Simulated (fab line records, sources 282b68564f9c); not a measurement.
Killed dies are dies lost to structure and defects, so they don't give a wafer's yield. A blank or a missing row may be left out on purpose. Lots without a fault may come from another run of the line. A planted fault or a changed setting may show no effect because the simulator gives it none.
fab line records | flow rit_cmos
record lots=5 wafers=23
route steps=202 shown SDANNEAL@154 NSD@158 NLDD@160 M1@184
start_h: hours from the record's first day to the start of the lot's first wafer shown | wait_h: hours since the lot's step before | " the same as in the row above | L1.1+2: a row that stands for several wafers | - no value, or no start given | * or withheld: withheld | < > ~ a bound
route shown NAME@n: a module of which the file shows steps, and the number in the route of the first | usual: mean/standard deviation of fault-free wafers | same: alike in all rows | chamber/n: place in a boat | sites: the reading at each site | _std_site: their standard deviation | _edge_site: outer sites' mean less inner sites' | radius_mm: how far each site lies from the wafer's centre | mask NAME#n: copy n | behind: the tool/chamber that last shaped the wafer | hold: why the lot was held/for how many hours/how that ended | device: the transistor (n, p or np) that didn't switch | end of line: the same wafers' tests at the end of the route | a step without rows: its recipe alone | killed: dies lost to structure and defects at the first sort, not the wafer's yield | map: a wafer's dies, x killed, . not, _ none there
set.NAME: the setting as run; set.NAME@STEP: as run at that earlier step | model.NAME: the simulator's own value behind a step, which no gauge read
lots whose settings were changed on purpose; a table a step, a row a wafer
## steps
# step RIT_SDANNEAL_CLEAN_01
# recipe chemistry=dHF dilution=50:1 time_s=30
# columns lot.wafer tool chamber start_h wait_h set.time_s
L074.1+2+3+4+5 - - - 0.0 28.47
L075.1+3+4+5+6 - - - 0.0 32.15
L076.1+3+5 wet_bench-03 1 60.72 0.0 30
L082.1+3+4+5+6 - - - 0.0 26.67
L084.2+3+4+5+6 - - - 0.0 30
# step RIT_SDANNEAL_CLEAN_02
# recipe chemistry=SC2 mix=3:3:50 time_s=600 temp_c=75 dry=n2_spin
# step RIT_SDANNEAL_RTA_03
# recipe temp_c=1050 time_s=5 idle_temp_c=600 ramp_up_c_per_s=342 ramp_down_c_per_s=171 cool_to_c=600 ambient=N2
# step RIT_SDANNEAL_RS_MEAS_05
# recipe thk_meas_gauge=four-point-probe
# usual NSD_RS=84.53/0.29
# columns lot.wafer tool chamber start_h wait_h set.dose_cm2@NSD_IMPLANT_08 NSD_RS[ohm/sq]
L074.1 film_metro-01 - 48.73 0.1 1.034e+15 82.12
L074.2 " - " " 1.034e+15 81.71
L074.3 " - " " 1e+15 84.16
L074.4 " - " " 1e+15 84.73
L074.5 " - " " 1e+15 84.60
L075.1 film_metro-01 - 54.01 0.1 1.02e+15 83.05
L075.3 " - " " 1.02e+15 83.04
L075.4 " - " " 1.02e+15 83.29
L075.5 " - " " 1e+15 84.56
L075.6 " - " " 1e+15 84.60
L076.1 film_metro-04 - 61.12 0.1 1e+15 84.66
L076.3 " - " " 1e+15 84.43
L076.5 " - " " 1e+15 84.68
L082.1 film_metro-04 - 89.94 0.1 1e+15 84.47
L082.3 " - " " 1e+15 84.52
L082.4 " - " " 1e+15 84.59
L082.5 " - " " 1e+15 84.06
L082.6 " - " " 1e+15 84.20
L084.2 film_metro-03 - 99.59 0.1 1e+15 84.36
L084.3 " - " " 1e+15 84.28
L084.4 " - " " 1e+15 84.25
L084.5 " - " " 1e+15 84.01
L084.6 " - " " 1e+15 84.61
# step RIT_SDANNEAL_RS_MEAS_07
# recipe thk_meas_gauge=four-point-probe
# usual NLDD_RS=151.6/0.48
# columns lot.wafer tool chamber start_h wait_h set.dose_cm2@NLDD_IMPLANT_08 NLDD_RS[ohm/sq]
L074.1 film_metro-01 - 48.97 0.1 5e+14 151.6
L074.2 " - " " 5e+14 151.4
L074.3 " - " " 5e+14 151.3
L074.4 " - " " 5e+14 151.9
L074.5 " - " " 5e+14 152.0
L075.1 film_metro-01 - 54.25 0.1 5e+14 151.8
L075.3 " - " " 4.833e+14 156.5
L075.4 " - " " 4.833e+14 156.4
L075.5 " - " " 5e+14 152.4
L075.6 " - " " 5e+14 152.6
L076.1 film_metro-04 - 61.36 0.1 5e+14 151.3
L076.3 " - " " 5e+14 151.2
L076.5 " - " " 5e+14 150.8
L082.1 film_metro-04 - 90.18 0.1 5e+14 152.0
L082.3 " - " " 5e+14 151.5
L082.4 " - " " 5e+14 152.0
L082.5 " - " " 5e+14 152.0
L082.6 " - " " 5e+14 151.7
L084.2 film_metro-03 - 99.83 0.1 5e+14 150.8
L084.3 " - " " 4.867e+14 154.8
L084.4 " - " " 5e+14 151.2
L084.5 " - " " 5e+14 151.4
L084.6 " - " " 4.867e+14 154.8
# step RIT_M1_SPUTTER_00
# recipe material=Al target_thk_nm=400 power_w=2000 chamber_pressure_pa=0.4 gas=Ar time_s=500 substrate_temp_c=25
# columns lot.wafer tool chamber start_h wait_h set.time_s model.Al_of_M1_SPUTTER_00.thk_nm
L074.1 pvd_sputter-01 - 51.84 0.0 500 397.9
L074.2 " - " " 500 398.2
L074.3 " - " " 433.1 350.7
L074.4 " - " " 500 403.5
L074.5 " - " " 433.1 351
L075.1 pvd_sputter-03 - 57.30 0.0 500 394.7
L075.3 " - " " 467 368.6
L075.4 " - " " 467 371.5
L075.5 " - " " 500 394.2
L075.6 " - " " 500 397.8
L076.1 pvd_sputter-01 - 64.35 0.0 500 402.1
L076.3 " - " " 500 400.9
L076.5 " - " " 500 405.4
L082.1 pvd_sputter-01 - 93.18 0.0 450.6 360
L082.3 " - " " 500 394.2
L082.4 " - " " 450.6 359.5
L082.5 " - " " 450.6 363.2
L082.6 " - " " 500 393.8
L084.2 pvd_sputter-01 - 103.09 0.0 500 399.2
L084.3 " - " " 561.3 444.7
L084.4 " - " " 500 395.8
L084.5 " - " " 561.3 441.4
L084.6 " - " " 561.3 445.8
# step RIT_M1_RS_MEAS_01
# recipe thk_meas_gauge=four-point-probe reads=Al_of_M1_SPUTTER_00
# usual M1_AL_RS=0.0738/0.00074
# columns lot.wafer tool chamber start_h wait_h set.time_s@M1_SPUTTER_00 M1_AL_RS[ohm/sq]
L074.1 film_metro-01 - 52.14 0.1 500 0.0737
L074.2 " - " " 500 0.0737
L074.3 " - " " 433.1 0.0838
L074.4 " - " " 500 0.0728
L074.5 " - " " 433.1 0.0839
L075.1 film_metro-03 - 57.59 0.1 500 0.0743
L075.3 " - " " 467 0.0795
L075.4 " - " " 467 0.0792
L075.5 " - " " 500 0.0744
L075.6 " - " " 500 0.0738
L076.1 film_metro-03 - 64.64 0.1 500 0.0730
L076.3 " - " " 500 0.0733
L076.5 " - " " 500 0.0725
L082.1 film_metro-03 - 93.48 0.1 450.6 0.0815
L082.3 " - " " 500 0.0746
L082.4 " - " " 450.6 0.0818
L082.5 " - " " 450.6 0.0807
L082.6 " - " " 500 0.0748
L084.2 film_metro-04 - 103.40 0.2 500 0.0736
L084.3 " - " " 561.3 0.0659
L084.4 " - " " 500 0.0742
L084.5 " - " " 561.3 0.0665
L084.6 " - " " 561.3 0.0658
# step RIT_M1_THK_MEAS_02
# recipe thk_meas_gauge=xrf reads=Al_of_M1_SPUTTER_00
# usual M1_AL_THK=400/3.9
# columns lot.wafer tool chamber start_h wait_h set.time_s@M1_SPUTTER_00 M1_AL_THK[nm]
L074.1 film_metro-01 - 52.26 0.1 500 399
L074.2 " - " " 500 399
L074.3 " - " " 433.1 351
L074.4 " - " " 500 405
L074.5 " - " " 433.1 351
L075.1 film_metro-03 - 57.71 0.1 500 396
L075.3 " - " " 467 371
L075.4 " - " " 467 375
L075.5 " - " " 500 398
L075.6 " - " " 500 400
L076.1 film_metro-03 - 64.76 0.1 500 404
L076.3 " - " " 500 404
L076.5 " - " " 500 408
L082.1 film_metro-03 - 93.60 0.1 450.6 361
L082.3 " - " " 500 396
L082.4 " - " " 450.6 362
L082.5 " - " " 450.6 366
L082.6 " - " " 500 397
L084.2 film_metro-04 - 103.51 0.1 500 401
L084.3 " - " " 561.3 446
L084.4 " - " " 500 397
L084.5 " - " " 561.3 444
L084.6 " - " " 561.3 447
# step RIT_M1_EXPOSE_06
# recipe mask_id=M12 na=0.6 source_shape=conventional sigma_outer=0.5 target_cd_nm=2600 dose_mj=250
# columns lot.wafer tool chamber start_h wait_h mask set.dose_mj
L074.1+4+5 iline_stepper-01 0 52.89 0.2 M12#0 238.9
L074.2+3 " 0 " " M12#0 250
L075.1+3+4+5+6 iline_stepper-01 0 58.22 0.1 M12#0 250
L076.1+3+5 iline_stepper-01 0 65.27 0.1 M12#0 250
L082.1+3+4+5+6 iline_stepper-02 0 94.28 0.3 M12#0 250
L084.2+4+5 iline_stepper-02 0 104.15 0.2 M12#0 235.8
L084.3+6 " 0 " " M12#0 250
# step RIT_M1_PEB_07
# recipe resist=NOVOLAK temp_c=withheld time_s=withheld
# step RIT_M1_DEVELOP_08
# recipe resist=NOVOLAK develop_time_s=68 dev_temp_c=23
# step RIT_M1_CD_MEAS_09
# recipe target_cd_nm=2600
# usual cd_nm=2600.6/2.2
# columns lot.wafer tool chamber start_h wait_h set.dose_mj@M1_EXPOSE_06 cd_nm
L074.1 cd_sem-02 - 53.32 - 238.9 2611.7
L074.2 " - " " 250 2596.9
L074.3 " - " " 250 2598.2
L074.4 " - " " 238.9 2609.9
L074.5 " - " " 238.9 2610.0
L075.1 cd_sem-02 - 58.75 - 250 2599.7
L075.3 " - " " 250 2602.4
L075.4 " - " " 250 2599.8
L075.5 " - " " 250 2601.9
L075.6 " - " " 250 2601.4
L076.1 cd_sem-02 - 65.70 - 250 2598.7
L076.3 " - " " 250 2598.8
L076.5 " - " " 250 2600.7
L082.1 cd_sem-01 - 94.71 - 250 2600.1
L082.3 " - " " 250 2600.4
L082.4 " - " " 250 2601.3
L082.5 " - " " 250 2601.1
L082.6 " - " " 250 2600.5
L084.2 cd_sem-01 - 104.59 - 235.8 2621.0
L084.3 " - " " 250 2600.9
L084.4 " - " " 235.8 2619.9
L084.5 " - " " 235.8 2620.4
L084.6 " - " " 250 2604.5
# step RIT_M1_HARDBAKE_11
# recipe resist=NOVOLAK temp_c=140 time_s=120
# step RIT_M1_METAL_ETCH_12
# recipe stop_on=SiO2 chemistry=Cl2/BCl3 target=Al time_s=165 over_etch_frac=0.5 pressure_mtorr=100 target_depth_a=6000 rf_w=250 Cl2_flow_sccm=60 bcl3_flow_sccm=50
# usual oes_product_au=0.787/0.0097
# columns lot.wafer tool chamber start_h wait_h set.time_s@M1_SPUTTER_00 set.dose_mj@M1_EXPOSE_06 oes_product_au model.M1.cd_nm
L074.1 rie_metal-02 0 53.73 0.2 500 238.9 0.790 2607
L074.2 " 1 " " 500 250 0.772 2596
L074.3 " 1 " " 433.1 250 0.719 2598
L074.4 " 0 " " 500 238.9 0.797 2606
L074.5 " 1 " " 433.1 238.9 0.729 2610
L075.1 rie_metal-01 0 59.16 0.2 500 250 0.795 2599
L075.3 " 1 " " 467 250 0.764 2603
L075.4 " 0 " " 467 250 0.757 2599
L075.5 " 1 " " 500 250 0.790 2602
L075.6 " 0 " " 500 250 0.794 2600
L076.1 rie_metal-03 0 66.11 0.2 500 250 0.778 2598
L076.3 " 0 " " 500 250 0.788 2598
L076.5 " 1 " " 500 250 0.799 2600
L082.1 rie_metal-03 1 95.12 0.2 450.6 250 0.744 2598
L082.3 " 1 " " 500 250 0.782 2598
L082.4 " 0 " " 450.6 250 0.740 2599
L082.5 " 1 " " 450.6 250 0.741 2599
L082.6 " 0 " " 500 250 0.780 2598
L084.2 rie_metal-01 1 105.00 0.2 500 235.8 0.799 2621
L084.3 " 0 " " 561.3 250 0.840 2598
L084.4 " 1 " " 500 235.8 0.803 2621
L084.5 " 0 " " 561.3 235.8 0.833 2618
L084.6 " 1 " " 561.3 250 0.853 2605
# step RIT_M1_STRIP_13
# recipe chemistry=nmp resist=NOVOLAK temp_c=80 time_s=600 dry=n2_spin
# columns lot.wafer tool chamber start_h wait_h set.time_s
L074.1+2+3+4+5 - - - 0.1 658.8
L075.1+3+4+5+6 - - - 0.1 551.9
L076.1+3+5 wet_bench-02 1 66.27 0.1 600
L082.1+3+4+5+6 - - - 0.1 631.9
L084.2+3+4+5+6 - - - 0.1 600
# step RIT_M1_STRIP_14
# recipe chemistry=O2 time_s=180 platen_temp_c=withheld power_w=500 pressure_mtorr=4000 o2_flow_sccm=4000
# step RIT_M1_CD_MEAS_90
# recipe target_cd_nm=2600
# usual cd_nm=2598.9/2.7
# columns lot.wafer tool chamber start_h wait_h set.dose_mj@M1_EXPOSE_06 cd_nm
L074.1 cd_sem-01 - 54.26 0.1 238.9 2606.9
L074.2 " - " " 250 2596.2
L074.3 " - " " 250 2597.6
L074.4 " - " " 238.9 2605.1
L074.5 " - " " 238.9 2610.1
L075.1 cd_sem-02 - 59.69 0.1 250 2598.8
L075.3 " - " " 250 2603.4
L075.4 " - " " 250 2598.6
L075.5 " - " " 250 2602.0
L075.6 " - " " 250 2599.4
L076.1 cd_sem-01 - 66.62 0.1 250 2598.2
L076.3 " - " " 250 2597.8
L076.5 " - " " 250 2599.3
L082.1 cd_sem-01 - 95.63 0.1 250 2597.7
L082.3 " - " " 250 2598.6
L082.4 " - " " 250 2598.6
L082.5 " - " " 250 2598.5
L082.6 " - " " 250 2598.5
L084.2 cd_sem-01 - 105.55 0.1 235.8 2621.5
L084.3 " - " " 250 2598.5
L084.4 " - " " 235.8 2620.8
L084.5 " - " " 235.8 2617.4
L084.6 " - " " 250 2604.6
# step RIT_M1_ANNEAL_15
# recipe temp_c=450 time_s=1800 ambient=forming_gas_H2N2
# step RIT_M1_PROBE_99
# columns lot.wafer tool chamber start_h wait_h set.dev_temp_c@GATE_DEVELOP_15 model.etest.pmos_turned.r_on_ohm_um model.etest.pmos_0p3.r_on_ohm_um model.etest.pmos_0p15.r_on_ohm_um model.etest.nmos_0p3.r_on_ohm_um model.etest.nmos_0p15.r_on_ohm_um model.etest.nmos_0p15.drive_ua_um model.etest.pmos_turned.drive_ua_um
L074.1 prober-02 - 56.00 0.1 23 3671 6394 2839 2245 1183 463 171.5
L074.2 prober-02 - 56.05 0.1 21.43 3495 6203 2635 2185 1132 504.8 180.4
L074.3 prober-02 - 56.10 0.2 23 3688 6311 2833 2221 1207 458.4 170.2
L074.4 prober-02 - 56.15 0.2 21.43 3354 6166 2570 2207 1152 522.4 195.7
L074.5 prober-02 - 56.20 0.2 23 3635 6390 2824 2236 1194 467.4 173.7
L075.1 prober-01 - 61.43 0.1 23 3398 6116 2583 2194 1110 449.5 181.5
L075.3 prober-01 - 61.53 0.2 23 3417 6134 2583 2198 1117 456.3 184.6
L075.4 prober-01 - 61.58 0.2 23 3456 6254 2652 2218 1125 446.2 183.1
L075.5 prober-01 - 61.63 0.2 23 3399 6166 2623 2237 1122 450.5 184
L075.6 prober-01 - 61.68 0.2 23 3571 6239 2724 2236 1135 432.5 172.9
L076.1 prober-02 - 68.36 0.1 23 3488 6284 2808 2168 1129 454.3 184.9
L076.3 prober-02 - 68.46 0.2 23 3402 6278 2723 2155 1098 463.2 192.8
L076.5 prober-02 - 68.56 0.2 23 3362 6204 2740 2146 1118 466.6 194.6
L082.1 prober-02 - 97.37 0.1 23 3800 6644 3031 2224 1191 447.8 165.3
L082.3 prober-02 - 97.47 0.2 23 3728 6591 2947 2207 1175 452.8 170
L082.4 prober-02 - 97.52 0.2 23 3763 6659 3008 2242 1182 438.8 168.3
L082.5 prober-02 - 97.57 0.2 23 3800 6656 3053 2239 1226 444.7 167.8
L082.6 prober-02 - 97.62 0.2 23 3648 6574 2946 2191 1178 452.9 177.2
L084.2 prober-02 - 107.32 0.1 26.46 3768 6687 3122 2328 1226 384.9 173.5
L084.3 prober-02 - 107.37 0.2 23 3198 6046 2607 2169 1092 460.2 206.9
L084.4 prober-02 - 107.42 0.2 26.46 3733 6659 3129 2297 1222 393 175
L084.5 prober-02 - 107.47 0.2 23 3267 6059 2639 2122 1062 473.8 199.9
L084.6 prober-02 - 107.52 0.2 23 3254 6149 2637 2184 1090 456.3 201.7
# killed by level:class
L076.1 SPACER:geometric_particle:short=2 FOX2:geometric_particle:short=1 SILICIDE:geometric_particle:short=1
L076.3 GATE:geometric_particle:short=3 FOX2:geometric_particle:short=1 FOX2:geometric_particle:open=1 REOX:geometric_particle:open=1 SPACER:geometric_particle:short=1 SILICIDE:geometric_particle:open=1 CONTACT:geometric_particle:open=1
L076.5 GATE:geometric_particle:open=3 SILICIDE:geometric_particle:open=2 FOX1:geometric_particle:open=1 REOX:geometric_particle:short=1 SPACER:geometric_particle:short=1 SPACER:geometric_particle:open=1
## key
split step=RIT_SDANNEAL_CLEAN_01 setting=time_s stated=30 by=lot
response none clear
split step=RIT_M1_SPUTTER_00 setting=time_s stated=500 by=wafer
response step=RIT_M1_SPUTTER_00 reading=model.Al_of_M1_SPUTTER_00.thk_nm change=+3.66 per=1% r=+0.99
response step=RIT_M1_RS_MEAS_01 reading=M1_AL_RS change=-0.000714 per=1% r=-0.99
response step=RIT_M1_THK_MEAS_02 reading=M1_AL_THK change=+3.67 per=1% r=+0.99
response step=RIT_M1_METAL_ETCH_12 reading=oes_product_au change=+0.00411 per=1% r=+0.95
split step=RIT_M1_EXPOSE_06 setting=dose_mj stated=250 by=wafer
response step=RIT_M1_CD_MEAS_09 reading=cd_nm change=-3.05 per=1% r=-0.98
response step=RIT_M1_METAL_ETCH_12 reading=model.M1.cd_nm change=-2.88 per=1% r=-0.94
response step=RIT_M1_CD_MEAS_90 reading=cd_nm change=-2.9 per=1% r=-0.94
split step=RIT_M1_STRIP_13 setting=time_s stated=600 by=lot
response none clear
split outside_this_file step=RIT_GATE_DEVELOP_15 setting=dev_temp_c
split outside_this_file step=RIT_NLDD_IMPLANT_08 setting=dose_cm2
split outside_this_file step=RIT_NSD_IMPLANT_08 setting=dose_cm2
# split outside_this_file: this setting was split too, and the file shows its column; the key of that split is in another file
